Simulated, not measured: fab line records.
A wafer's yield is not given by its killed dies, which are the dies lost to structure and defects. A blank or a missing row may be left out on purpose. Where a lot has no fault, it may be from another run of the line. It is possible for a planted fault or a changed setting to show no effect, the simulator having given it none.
Commonality check across tools ; flow ritCmos ; 14 lots and 42 wafers in the sample

== THE REASON FOR OPENING IT ==
Of 14 lots, 2 have the reading FOX1_OXIDE_THK flagged at RIT_FOX1_THK_MEAS_01. Fault-free wafers read 345 nm, with a standard deviation of 6.
Rule: a lot gets a flag if all its wafers with a number sit over 4 standard deviations from that mean, or if no wafer of it has a number. As for the other lots, they are considered sound.

lot;measured;on;FOX1_OXIDE_THK (nm), wafer by wafer;flag
L290;day 1 18:59;filmMetro-04;340 345 340;
L291;day 2 00:12;filmMetro-03;348 347 348;
L292;day 2 03:01;filmMetro-03;344 345 348;
L294;day 2 12:56;filmMetro-03;357 357 356;
L295;day 2 20:06;filmMetro-01;438 441 437;FLAGGED
L298;day 3 09:28;filmMetro-03;351 348 344;
L300;day 3 19:56;filmMetro-04;430 426 425;FLAGGED
L303;day 4 09:58;filmMetro-03;348 342 343;
L304;day 4 15:20;filmMetro-03;340 340 343;
L306;day 5 00:58;filmMetro-01;346 346 346;
L307;day 5 05:57;filmMetro-03;339 343 343;
L311;day 6 05:13;filmMetro-04;357 353 354;
L312;day 6 09:33;filmMetro-03;347 345 346;
L313;day 6 14:05;filmMetro-01;342 335 348;
The numbers of the flagged lots are 433 nm on average: +88 nm against the usual, or +15 standard deviations.

== EACH LOT AND THE TOOL IT RAN ON ==
The record keeps 1 process step preceding the reading, out of 202 steps on the route. Every cell lists first the tool, next ch and the chambers used by the sampled wafers, and last the start.
lot;flag;RIT_FOX1_OXIDATION_00
L290;;furnace-04 ch 0, day 1 17:40
L291;;furnace-04 ch 0, day 1 22:53
L292;;furnace-03 ch 0, day 2 01:41
L294;;furnace-01 ch 0, day 2 11:37
L295;FLAGGED;furnace-03 ch 0, day 2 18:47
L298;;furnace-01 ch 0, day 3 08:08
L300;FLAGGED;furnace-03 ch 0, day 3 18:37
L303;;furnace-04 ch 0, day 4 08:39
L304;;furnace-01 ch 0, day 4 14:01
L306;;furnace-04 ch 0, day 4 23:38
L307;;furnace-04 ch 0, day 5 04:38
L311;;furnace-03 ch 0, day 6 03:53
L312;;furnace-03 ch 0, day 6 08:13
L313;;furnace-01 ch 0, day 6 12:47
These steps, and what they do:
- RIT_FOX1_OXIDATION_00: target thk 350.7 nm, ox time 1130 s.
- RIT_FOX1_THK_MEAS_01

== FLAGGED OVER TOTAL, TOOL BY TOOL (the gauges that took the reading come last) ==
step;tool;lots run;flagged;share of the flagged lots;sound lots run after its first flagged lot
RIT_FOX1_OXIDATION_00;furnace-01;4;0;none;-
RIT_FOX1_OXIDATION_00;furnace-03;5;2;all;2 (L311,L312)
RIT_FOX1_OXIDATION_00;furnace-04;5;0;none;-
RIT_FOX1_THK_MEAS_01;filmMetro-01;3;1;some;2 (L306,L313)
RIT_FOX1_THK_MEAS_01;filmMetro-03;8;0;none;-
RIT_FOX1_THK_MEAS_01;filmMetro-04;3;1;some;1 (L311)

== WHAT THE TABLE ALLOWS ==
Rows of the table that ran each flagged lot: 1, that is furnace-03 at RIT_FOX1_OXIDATION_00.
- furnace-03 at RIT_FOX1_OXIDATION_00 ran 5 lots, 2 of them flagged. Lots that were sound ran on it after the first flagged one (L311, L312); a persistent fault on the entire tool would not allow that.
No row of the table ran every flagged lot and no sound lot after the first.

== WHAT THE SIMULATOR HAD PUT IN ==
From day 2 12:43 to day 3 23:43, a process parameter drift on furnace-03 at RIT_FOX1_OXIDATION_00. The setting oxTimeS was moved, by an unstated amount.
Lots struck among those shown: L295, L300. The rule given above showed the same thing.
